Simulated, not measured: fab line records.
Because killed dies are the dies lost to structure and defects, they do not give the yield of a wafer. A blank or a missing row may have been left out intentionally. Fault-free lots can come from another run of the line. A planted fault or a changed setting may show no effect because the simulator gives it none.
fab line records -- flow ritCmos
[record] lots = 5, wafers = 15, lastDay = 7
route steps=202 shown NWELL@38 PWELL@39 WELLDRIVE@50 M1@202
lots with no fault: from the same line, run without faults
startH: hours from the record's first day to the start of the lot's first wafer shown -- waitH: hours from the lot's prior step to this one -- " the same as in the row above -- L1.1+2: a row that stands for several wafers -- - either no value or no given start -- * or withheld: withheld -- < > ~ a bound
route shown NAME@n: names a module that has steps shown in the file, with the first one's number in the route -- usual: mean/standard deviation of fault-free wafers -- same: alike in all rows -- chamber/n: place in a boat -- sites: per-site readings -- _std_site: standard deviation across them -- _edge_site: mean of outer sites minus mean of inner sites -- radiusMm: for every site, how far away it sits from the centre of the wafer -- mask NAME#n: copy n -- behind: the last tool/chamber to shape the wafer -- hold: what put the lot on hold/how long, in hours/how the hold closed -- device: the n, p or np transistor that did not switch -- end of line: the tests these same wafers got at the end of their route -- a step with no rows: only its recipe -- killed: the dies lost at the first sort to structure and to defects; this is not the yield of the wafer -- map: per-die view of a wafer (x killed, . not killed, _ where there is no die)
set.NAME: the setting the step ran with; set.NAME@STEP: the setting that earlier step ran with -- model.NAME: the simulator's own value behind a step, which no gauge read
lots at some steps of the route; a table a step, a row a wafer
services: a tool's chamber out of use, with start hour (startH, from the record's first day; less than 0 if before it), hours out, and reason
[[steps]]
[step RIT_NWELL_TW_MEAS_10]
[usual] NWELL_TW = 2140/13
lot.wafer,tool,chamber,startH,waitH,NWELL_TW
L671.1,filmMetro-02,-,21.83,0.1,2140
L671.4,filmMetro-02,-,21.83,0.1,2141
L671.6,filmMetro-02,-,21.83,0.1,2131
L675.3,filmMetro-04,-,44.25,0.1,2145
L675.4,filmMetro-04,-,44.25,0.1,2127
L675.6,filmMetro-04,-,44.25,0.1,2151
L678.2,filmMetro-02,-,55.79,0.1,2144
L678.4,filmMetro-02,-,55.79,0.1,2142
L678.5,filmMetro-02,-,55.79,0.1,2154
L686.1,filmMetro-04,-,98.52,0.1,2151
L686.5,filmMetro-04,-,98.52,0.1,2144
L686.6,filmMetro-04,-,98.52,0.1,2157
L692.3,filmMetro-02,-,127.52,0.1,2135
L692.5,filmMetro-02,-,127.52,0.1,2134
L692.6,filmMetro-02,-,127.52,0.1,2136
[step RIT_PWELL_HMDS_00]
[recipe] primeTimeS = 60, primeTempC = 140
[step RIT_PWELL_COAT_01]
[recipe] resist = NOVOLAK, spinRpm = 2000, resistThkNm = 1300
[step RIT_PWELL_SOFTBAKE_02]
[recipe] resist = NOVOLAK, tempC = 90, timeS = 60
[step RIT_PWELL_EXPOSE_03]
[recipe] maskId = M3, na = 0.57, targetCdNm = 43700, doseMj = 250
[step RIT_PWELL_PEB_04]
[recipe] resist = NOVOLAK, tempC = withheld, timeS = withheld
[step RIT_PWELL_DEVELOP_05]
[recipe] resist = NOVOLAK, developTimeS = 68, devTempC = 23
[step RIT_PWELL_OVL_MEAS_06]
[usual] PWELL_OVL = -0.4/1.8
lot.wafer,tool,chamber,startH,waitH,PWELL_OVL[nm]
L671.1,overlay-02,-,22.87,-,-1.7
L671.4,overlay-02,-,22.87,-,-2.5
L671.6,overlay-02,-,22.87,-,-2.9
L675.3,overlay-02,-,45.47,-,-0.4
L675.4,overlay-02,-,45.47,-,1.1
L675.6,overlay-02,-,45.47,-,0.7
L678.2,overlay-02,-,56.74,-,0.6
L678.4,overlay-02,-,56.74,-,1.0
L678.5,overlay-02,-,56.74,-,1.8
L686.1,overlay-02,-,99.58,-,-1.1
L686.5,overlay-02,-,99.58,-,-2.2
L686.6,overlay-02,-,99.58,-,-0.9
L692.3,overlay-01,-,128.45,-,-1.4
L692.5,overlay-01,-,128.45,-,-1.4
L692.6,overlay-01,-,128.45,-,-1.4
[step RIT_PWELL_HARDBAKE_07]
[recipe] resist = NOVOLAK, tempC = 140, timeS = 120
[step RIT_PWELL_IMPLANT_08]
[recipe] species = B, energyKev = 170, doseCm2 = 7e+13, tiltDeg = 7
[step RIT_PWELL_STRIP_09]
[recipe] chemistry = O2, timeS = 180, resist = NOVOLAK, platenTempC = withheld, powerW = 500, pressureMtorr = 4000, o2FlowSccm = 4000
[usual] drypumpMotorCurrentA = 5.6/0.38
lot.wafer,tool,chamber,startH,waitH,drypumpMotorCurrentA,rfHoursCounterH
L671.1,plasmaAsher-03,1,23.31,0.1,5.5,25
L671.4,plasmaAsher-03,1,23.31,0.1,5.4,-
L671.6,plasmaAsher-03,0,23.31,0.1,5.5,-
L675.3,plasmaAsher-03,1,45.95,0.1,5.5,-
L675.4,plasmaAsher-03,0,45.95,0.1,5.5,-
L675.6,plasmaAsher-03,0,45.95,0.1,5.5,-
L678.2,plasmaAsher-04,0,57.24,0.1,6.0,42
L678.4,plasmaAsher-04,1,57.24,0.1,5.3,-
L678.5,plasmaAsher-04,1,57.24,0.1,5.3,-
L686.1,plasmaAsher-03,0,100.02,0.1,5.5,33
L686.5,plasmaAsher-03,0,100.02,0.1,5.6,-
L686.6,plasmaAsher-03,1,100.02,0.1,5.4,-
L692.3,plasmaAsher-04,1,128.94,0.1,5.3,-
L692.5,plasmaAsher-04,1,128.94,0.1,5.4,-
L692.6,plasmaAsher-04,0,128.94,0.1,6.0,-
[step RIT_PWELL_TW_MEAS_10]
[usual] PWELL_TW = 946/4.6
lot.wafer,tool,chamber,startH,waitH,PWELL_TW
L671.1,filmMetro-01,-,23.48,0.1,945
L671.4,filmMetro-01,-,23.48,0.1,943
L671.6,filmMetro-01,-,23.48,0.1,947
L675.3,filmMetro-01,-,46.08,0.1,946
L675.4,filmMetro-01,-,46.08,0.1,944
L675.6,filmMetro-01,-,46.08,0.1,947
L678.2,filmMetro-01,-,57.43,0.1,943
L678.4,filmMetro-01,-,57.43,0.1,942
L678.5,filmMetro-01,-,57.43,0.1,947
L686.1,filmMetro-01,-,100.20,0.1,940
L686.5,filmMetro-01,-,100.20,0.1,943
L686.6,filmMetro-01,-,100.20,0.1,938
L692.3,filmMetro-04,-,129.07,0.1,953
L692.5,filmMetro-04,-,129.07,0.1,950
L692.6,filmMetro-04,-,129.07,0.1,944
[step RIT_WELLDRIVE_ANNEAL_00]
[recipe] tempC = 1100, timeS = 14700, ambient = N2
[usual] runLengthS = 18264/9.9, zonePowerSourcePct = 44/3.3
lot.wafer,tool,chamber,startH,waitH,runLengthS,zonePowerSourcePct
L671.1,furnace-03,0,23.93,0.4,18260,44
L671.4,furnace-03,0,23.93,0.4,18260,43
L671.6,furnace-03,0,23.93,0.4,18260,43
L675.3,furnace-04,0,46.12,0.0,18276,49
L675.4,furnace-04,0,46.12,0.0,18276,49
L675.6,furnace-04,0,46.12,0.0,18276,49
L678.2,furnace-03,0,58.46,1.0,9435,43
L678.4,furnace-03,0,58.46,1.0,9435,43
L678.5,furnace-03,0,58.46,1.0,9435,43
L686.1,furnace-04,0,100.27,0.1,18264,49
L686.5,furnace-04,0,100.27,0.1,18264,50
L686.6,furnace-04,0,100.27,0.1,18264,50
L692.3,furnace-01,0,129.69,0.6,18268,41
L692.5,furnace-01,0,129.69,0.6,18268,42
L692.6,furnace-01,0,129.69,0.6,18268,41
[step RIT_WELLDRIVE_RS_MEAS_01]
[recipe] thkMeasGauge = four-point-probe
[usual] NWELL_RS = 275.5/0.74
lot.wafer,tool,chamber,startH,waitH,hold,NWELL_RS[ohm/sq]
L671.1,filmMetro-01,-,29.01,0.0,-,275.1
L671.4,filmMetro-01,-,29.01,0.0,-,274.4
L671.6,filmMetro-01,-,29.01,0.0,-,275.2
L675.3,filmMetro-04,-,51.25,0.0,-,273.7
L675.4,filmMetro-04,-,51.25,0.0,-,275.1
L675.6,filmMetro-04,-,51.25,0.0,-,274.7
L678.2,filmMetro-02,-,63.56,2.5,awaitDispo/0.2h/release,320.9
L678.4,filmMetro-02,-,63.56,2.5,awaitDispo/0.2h/release,320.8
L678.5,filmMetro-02,-,63.56,2.5,awaitDispo/0.2h/release,320.1
L678.2,filmMetro-02,-,63.85,0.3,-,320.8
L678.4,filmMetro-02,-,63.85,0.3,-,320.5
L678.5,filmMetro-02,-,63.85,0.3,-,321.5
L686.1,filmMetro-01,-,105.35,0.0,-,275.7
L686.5,filmMetro-01,-,105.35,0.0,-,275.8
L686.6,filmMetro-01,-,105.35,0.0,-,276.0
L692.3,filmMetro-01,-,134.81,0.0,-,275.6
L692.5,filmMetro-01,-,134.81,0.0,-,276.1
L692.6,filmMetro-01,-,134.81,0.0,-,276.5
[step RIT_M1_PROBE_99]
[usual] defectLimitedYield = 97.4/1.2, killedAtContacts = 0.0/0.22, killedAtFrontEnd = 7/3.1, killedDies = 7/3.1, killedOpen = 3.5/2.2, killedShort = 3.3/1.9, sort_bin_3_pad_short = 0.1/0.21, sort_bin_5_function = 1.4/0.81, sort_bin_6_memory = 1.0/0.65, sortNPass = 257/3.1, sortYieldPct = 97.4/1.2
[same] grossDies = 264, killed_at_M0_to_M3 = 0, killed_at_M4_up = 0, killedAtBackSide = 0, killedAtOther = 0
lot.wafer,tool,chamber,startH,waitH,defectLimitedYield[%],killedAtContacts,killedAtFrontEnd,killedDies,killedOpen,killedShort,sort_bin_3_pad_short[%],sort_bin_5_function[%],sort_bin_6_memory[%],sortNPass,sortYieldPct[%]
L671.1,prober-02,-,60.33,0.1,98.5,0,4,4,3,1,0,0.4,1.1,260,98.5
L671.4,prober-02,-,60.48,0.2,97.7,0,6,6,2,4,0,1.1,1.1,258,97.7
L671.6,prober-02,-,60.58,0.2,97.7,0,6,6,4,2,0.4,1.5,0.4,258,97.7
L675.3,prober-01,-,86.37,0.2,99.2,0,2,2,2,0,0,0.4,0.4,262,99.2
L675.4,prober-01,-,86.42,0.2,99.2,0,2,2,1,1,0,0.8,0,262,99.2
L675.6,prober-01,-,86.52,0.2,96.2,0,10,10,5,5,0,2.3,1.5,254,96.2
L686.1,prober-02,-,135.13,0.1,98.5,0,4,4,3,1,0,0.8,0.8,260,98.5
L686.5,prober-02,-,135.33,0.2,97.0,0,8,8,2,6,0,1.5,1.5,256,97.0
L686.6,prober-02,-,135.38,0.2,98.5,1,3,4,0,4,0,1.1,0.4,260,98.5
// killed by level:class
L671.1 GATE:geometricParticle:open=2 GATE:geometricParticle:short=1 REOX:geometricParticle:open=1
L671.4 FOX1:geometricParticle:short=3 FOX1:geometricParticle:open=1 GATE:geometricParticle:short=1 SILICIDE:geometricParticle:open=1
L671.6 SILICIDE:geometricParticle:open=3 GATE:geometricParticle:short=2 FOX2:geometricParticle:open=1
L675.3 REOX:geometricParticle:open=1 SPACER:geometricParticle:open=1
L675.4 GATE:geometricParticle:short=1 REOX:geometricParticle:open=1
L675.6 GATE:geometricParticle:short=4 GATE:geometricParticle:open=3 SILICIDE:geometricParticle:open=2 SPACER:geometricParticle:short=1
L686.1 FOX1:geometricParticle:open=1 GATE:geometricParticle:open=1 GATE:geometricParticle:short=1 SILICIDE:geometricParticle:open=1
L686.5 GATE:geometricParticle:short=4 FOX1:geometricParticle:short=1 FOX1:geometricParticle:open=1 SPACER:geometricParticle:open=1 SILICIDE:geometricParticle:short=1
L686.6 GATE:geometricParticle:short=1 SPACER:geometricParticle:short=1 SILICIDE:geometricParticle:short=1 CONTACT:geometricParticle:short=1
[[services]]
tool,chamber,startH,hours,kind
furnace-01,-,10.85,3.5,pm
furnace-04,-,16.92,9.5,pm
furnace-01,-,36.99,2.8,pm
plasmaAsher-04,-,99.22,2.8,pm
plasmaAsher-03,-,114.53,2.8,pm
furnace-04,-,127.04,3.1,pm
[[key]]
[firstSign] step = RIT_WELLDRIVE_ANNEAL_00, reading = runLengthS, direction = down, sigmas = 99+, usual = *, struck = *
[effect] step = RIT_WELLDRIVE_RS_MEAS_01, reading = visit, direction = added
[effect] step = RIT_WELLDRIVE_RS_MEAS_01, reading = NWELL_RS, direction = up, sigmas = 61, usual = 275.5, struck = 320.6
metAt RIT_WELLDRIVE_ANNEAL_00
struckWafers L678.2,L678.4,L678.5
scrappedBehind RIT_WELLDRIVE_RS_MEAS_01 L678.2,L678.4,L678.5
onsetBetween 23.93 58.46
[fault] kind = processParameterDrift, tool = furnace-03, chamber = -, onsetH = 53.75, steps = RIT_WELLDRIVE_ANNEAL_00, channel = timeS, offset = *, shape = step, endH = 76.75, actsIn = *, stated = *
